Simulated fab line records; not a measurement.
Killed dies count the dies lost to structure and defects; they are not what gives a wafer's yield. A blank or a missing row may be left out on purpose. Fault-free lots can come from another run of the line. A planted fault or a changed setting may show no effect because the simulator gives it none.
Struck lot and sound lot, side by side :: flow berkeleyCmos170 :: 17 steps out of a route of 331
Sound: these wafers, L451.1, L451.2, L451.3. Struck: wafer L466.5. Last of all comes the cause.
Order at every step that has rows: each side's tool, ch and its chambers, its first start. Under that, the readings that differ: sound wafers :: struck wafers :: difference of the means :: sigmas: that difference in standard deviations of wafers without a fault.
alike: readings whose means differ by less than 2 such deviations, and words and numbers that are the same on both sides. not compared: withheld readings, readings that some wafer has no value for, bounds like >300 that may hide the same value, and numbers for which the record gives no deviation and whose values overlap.
Wherever a step has rows on one side only, a row that says differs or no value, or a row with sigmas, the two part there. When numbers do not overlap yet have no deviation, they are printed without sigmas and do not part them. A reading missing from all wafers of one side parts the sides only when that side holds two or more wafers.

first, 5 steps without rows for these wafers: UCB170_CONTACT_COAT_10 (resist thk 900 nm); UCB170_CONTACT_SOFTBAKE_11 (time 60 s); UCB170_CONTACT_EXPOSE_12 (exposes mask CONT, target cd 700 nm); UCB170_CONTACT_PEB_13; UCB170_CONTACT_DEVELOP_14 (develop time 45 s).
UCB170_CONTACT_CD_MEAS_15: target cd 700 nm.
  sound on cdSem-02, day 8 17:05; struck on cdSem-02, day 11 15:29
  alike: cdNm
UCB170_CONTACT_OVL_MEAS_16:
  sound on overlay-01, day 8 17:13; struck on overlay-01, day 11 15:33
  alike: CONTACT_OVL
UCB170_CONTACT_ETCH_17: etches BARC in N2/H2.
  sound on rieDiel-01 ch 0,2,3, day 8 17:15; struck on rieDiel-03 ch 0, day 11 15:35
  alike: chamberPressureMTorr, drypumpMotorCurrentA, oesProductAu, rfFwdPowerW, throttleValvePct
UCB170_CONTACT_ETCH_18: etches PSG in CHF3/CF4/Ar, stops on TiSi2, target depth 840 nm, time 195 s.
  sound on rieDiel-01 ch 0,2,3; struck on rieDiel-03 ch 0
reading: oesProductAu (a.u.)
sound: 0.888 0.893 0.866
struck: 0.916
difference: +0.034
sigmas: +3
  alike: chamberPressureMTorr, drypumpMotorCurrentA, rfFwdPowerW, throttleValvePct
  not compared: rfHoursCounterH
UCB170_CONTACT_STRIP_19: strips in O2.
  sound on plasmaAsher-03 ch 0,1, day 8 17:25; struck on plasmaAsher-03 ch 1, day 11 15:47
  alike: chamberPressureMTorr, drypumpMotorCurrentA, oesProductAu
  not compared: rfHoursCounterH
UCB170_CONTACT_CD_MEAS_90: target cd 700 nm.
  sound on cdSem-02, day 8 17:32; struck on cdSem-02, day 11 15:58
  alike: cdNm
then, 1 step without rows for these wafers: UCB170_CONTACT_CLEAN_20 (cleans in SPM, time 600 s).
UCB170_M1_SPUTTER_00: material Al, target thk 600 nm, time 80 s.
  sound on pvdSputter-01, day 8 17:50; struck on pvdSputter-02, day 11 16:13
reading: model.Al_of_M1_SPUTTER_00.thkNm (nm)
sound: 603.6 610 604.6
struck: 568.7
difference: -37.4
sigmas: 
  alike: chamberPressurePa, throttleValvePct
UCB170_M1_RS_MEAS_01: measurement is done with a four-point probe.
  sound on filmMetro-04, day 8 17:54; struck on filmMetro-03, day 11 16:19
reading: M1_AL_RS (ohm/sq)
sound: 0.0482 0.0476 0.0482
struck: 0.0512
difference: +0.0032
sigmas: +4
  not compared: hold
UCB170_M1_THK_MEAS_02: measures by xrf.
  sound on filmMetro-04, day 8 18:01; struck on filmMetro-03, day 11 16:24
reading: M1_AL_THK (nm)
sound: 608 616 610
struck: 574
difference: -37
sigmas: -4
  not compared: hold
following that, these wafers have no rows for 1 step: UCB170_M1_COAT_03.
UCB170_M3_PROBE_99:
  the record has rows for the sound wafers here (prober-01, day 9 09:51) and none for the struck ones

WHERE THEY PART
Last at UCB170_M3_PROBE_99 as far as this record goes, first at UCB170_CONTACT_ETCH_18.

WHY: what had been put in by the simulator
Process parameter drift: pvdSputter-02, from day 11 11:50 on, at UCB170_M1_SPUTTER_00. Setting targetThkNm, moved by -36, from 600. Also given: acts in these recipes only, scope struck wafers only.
